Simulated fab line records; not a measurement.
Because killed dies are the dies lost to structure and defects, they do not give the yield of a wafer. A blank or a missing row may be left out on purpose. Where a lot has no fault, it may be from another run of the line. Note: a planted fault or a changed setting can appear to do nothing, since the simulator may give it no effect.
A lot that was struck, set against a sound lot ; flow rit-cmos ; 34 out of 202 route steps
Sound: the wafers L456.3, L456.5, L456.6. Wafers struck: L462.2, L462.3, L462.6. The cause is given at the end.
Order at every step that has rows: each side's tool, ch and its chambers, its first start. Under that, the readings that differ: sound wafers ; struck wafers ; difference of the means ; sigmas: that difference in standard deviations of wafers without a fault.
alike: readings with means less than 2 such deviations apart, plus words and numbers identical on both sides. not compared: withheld readings, readings lacking a value on some wafer, bounds such as >300 that could conceal the same value, and numbers that have no deviation in the record and whose values overlap.
Wherever a step has rows on one side only, a row that says differs or no value, or a row with sigmas, the two part there. When numbers do not overlap yet have no deviation, they are printed without sigmas and do not part them. A reading missing from all wafers of one side parts the sides only when that side holds two or more wafers.

first, 2 steps without rows for these wafers: RIT_SPACER_CLEAN_02 (cleans in SC2, time 600 s); RIT_SPACER_CVD_03 (deposits Si3N4 from SiH2Cl2/NH3, target thk 250 nm, time 3300 s).
RIT_SPACER_THK_MEAS_04:
  sound on film-metro-02, day 3 13:50; struck on film-metro-02, day 4 14:40
  alike: SPACER_NITRIDE_THK
RIT_SPACER_ETCHBACK_05: etches Si3N4 in SF6/CHF3, stops on SiO2, target depth 250 nm, time 240 s.
  sound on rie-diel-02 ch 2,3, day 3 13:52; struck on rie-diel-01 ch 0,1,3, day 4 14:43
  alike: drypump-motor-current-A, oes-product-au, throttle-valve-pct
  not compared: rf-hours-counter-h
then, 6 steps without rows for these wafers: RIT_NSD_HMDS_00 (prime time 60 s); RIT_NSD_COAT_01 (resist thk 1000 nm); RIT_NSD_SOFTBAKE_02 (time 60 s); RIT_NSD_EXPOSE_03 (exposes mask M9, target cd 40700 nm); RIT_NSD_PEB_04; RIT_NSD_DEVELOP_05 (develop time 50 s).
RIT_NSD_OVL_MEAS_06:
  sound on overlay-02, day 3 15:01; struck on overlay-01, day 4 15:43
  alike: NSD_OVL
then, 1 step without rows for these wafers: RIT_NSD_HARDBAKE_07 (time 60 s).
RIT_NSD_IMPLANT_08:
  sound on implanter-03 ch 0, day 3 15:14; struck on implanter-03 ch 0, day 4 15:56
reading;sound;struck;difference;sigmas
beam-energy-keV;25.002 24.985 25.000;17.483 17.495 17.492;-7.506;-99 or more
model.implant.rp-nm (nm);32.24 32.24 32.24;25.79 25.79 25.79;-6.45;
model.implant.drp-nm (nm);14.84 14.84 14.84;11.96 11.96 11.96;-2.88;
RIT_NSD_STRIP_09: strips in O2, time 180 s.
  sound on plasma-asher-01 ch 0,1, day 3 15:23; struck on plasma-asher-04 ch 0,1, day 4 16:03
  alike: drypump-motor-current-A
  not compared: rf-hours-counter-h
RIT_NSD_TW_MEAS_10:
  sound on film-metro-04, day 3 15:31; struck on film-metro-02, day 4 16:14
reading;sound;struck;difference;sigmas
NSD_TW;3086 3098 3097;2902 2904 2888;-196;-4
then, 6 steps without rows for these wafers: RIT_PSD_HMDS_00 (prime time 60 s); RIT_PSD_COAT_01 (resist thk 1000 nm); RIT_PSD_SOFTBAKE_02 (time 60 s); RIT_PSD_EXPOSE_03 (exposes mask M10, target cd 40900 nm); RIT_PSD_PEB_04; RIT_PSD_DEVELOP_05 (develop time 50 s).
RIT_PSD_OVL_MEAS_06:
  sound on overlay-01, day 3 16:26; struck on overlay-02, day 4 17:09
  alike: PSD_OVL
then, 2 steps without rows for these wafers: RIT_PSD_HARDBAKE_07 (time 60 s); RIT_PSD_IMPLANT_08.
RIT_PSD_STRIP_09: strips in O2, time 180 s.
  sound on plasma-asher-01 ch 0,1, day 3 16:49; struck on plasma-asher-01 ch 0, day 4 17:29
  alike: drypump-motor-current-A
  not compared: rf-hours-counter-h
RIT_PSD_TW_MEAS_10:
  sound on film-metro-04, day 3 16:57; struck on film-metro-03, day 4 17:40
  alike: PSD_TW
then, 3 steps without rows for these wafers: RIT_SDANNEAL_CLEAN_00 (cleans in SC1, time 600 s); RIT_SDANNEAL_CLEAN_01 (cleans in dHF, time 30 s); RIT_SDANNEAL_CLEAN_02 (cleans in SC2, time 600 s).
RIT_SDANNEAL_RTA_03: time 5 s.
  sound on rtp-anneal-02 ch 0, day 3 17:23; struck on rtp-anneal-02 ch 0, day 4 18:05
  alike: chamber-o2-ppm, wafer_temp_C_max
RIT_SDANNEAL_RS_MEAS_04: measurement is done with a four-point probe.
  sound on film-metro-02, day 3 17:28; struck on film-metro-03, day 4 18:10
reading;sound;struck;difference;sigmas
PSD_RS (ohm/sq);116.4 116.9 116.7;115.7 116.0 116.1;-0.7;-2
RIT_SDANNEAL_RS_MEAS_05: measurement is done with a four-point probe.
  sound on film-metro-02, day 3 17:35; struck on film-metro-03, day 4 18:17
reading;sound;struck;difference;sigmas
NSD_RS (ohm/sq);84.42 84.35 84.27;87.18 87.70 88.00;+3.28;+11
RIT_SDANNEAL_RS_MEAS_06: measurement is done with a four-point probe.
  sound on film-metro-02, day 3 17:43; struck on film-metro-03, day 4 18:24
  alike: PLDD_RS
RIT_M1_PROBE_99:
  sound on prober-01, day 4 00:57; struck on prober-01, day 5 01:50
reading;sound;struck;difference;sigmas
model.etest.nmos_0p15.r-on-ohm-um;1137 1143 1125;1173 1193 1183;+48;
model.etest.contact-nplus.end-ohm-um;40.48 39.93 40.04;51.14 52.11 50.7;+11.17;
model.etest.nmos_0p15.junction-log10-a-um;-13.71 -13.65 -13.46;-13.22 -12.95 -13.19;+0.49;
model.etest.nmos-narrow.off-log10-a-um;-13.27 -13.24 -13.26;-13.02 -13.09 -12.98;+0.23;
model.etest.gate-end-array.leak-log10-a-um;-12.93 -12.98 -13.06;-12.88 -12.8 -12.7;+0.20;
model.etest.nmos_0p3.off-log10-a-um;-13.15 -13.18 -13.18;-13.03 -12.92 -12.8;+0.25;
model.etest.diode-nplus-comb.cj-ff-um2;2.632 2.633 2.641;2.604 2.616 2.611;-0.025;
model.etest.diode-nplus-pwell.cj-ff-um2;2.06 2.059 2.059;2.054 2.053 2.046;-0.008;
  alike: killed-at-contacts, killed-at-front-end, killed-dies, killed-open, killed-short

WHERE THEY PART
At RIT_NSD_IMPLANT_08 first; at RIT_SDANNEAL_RS_MEAS_05 last (within this record only). Later steps at which nothing parts them and some readings are alike: RIT_SDANNEAL_RS_MEAS_06, RIT_M1_PROBE_99.

WHY: what the simulator had put in
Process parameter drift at RIT_NSD_IMPLANT_08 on implanter-03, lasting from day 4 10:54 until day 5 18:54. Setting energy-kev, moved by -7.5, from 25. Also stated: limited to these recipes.
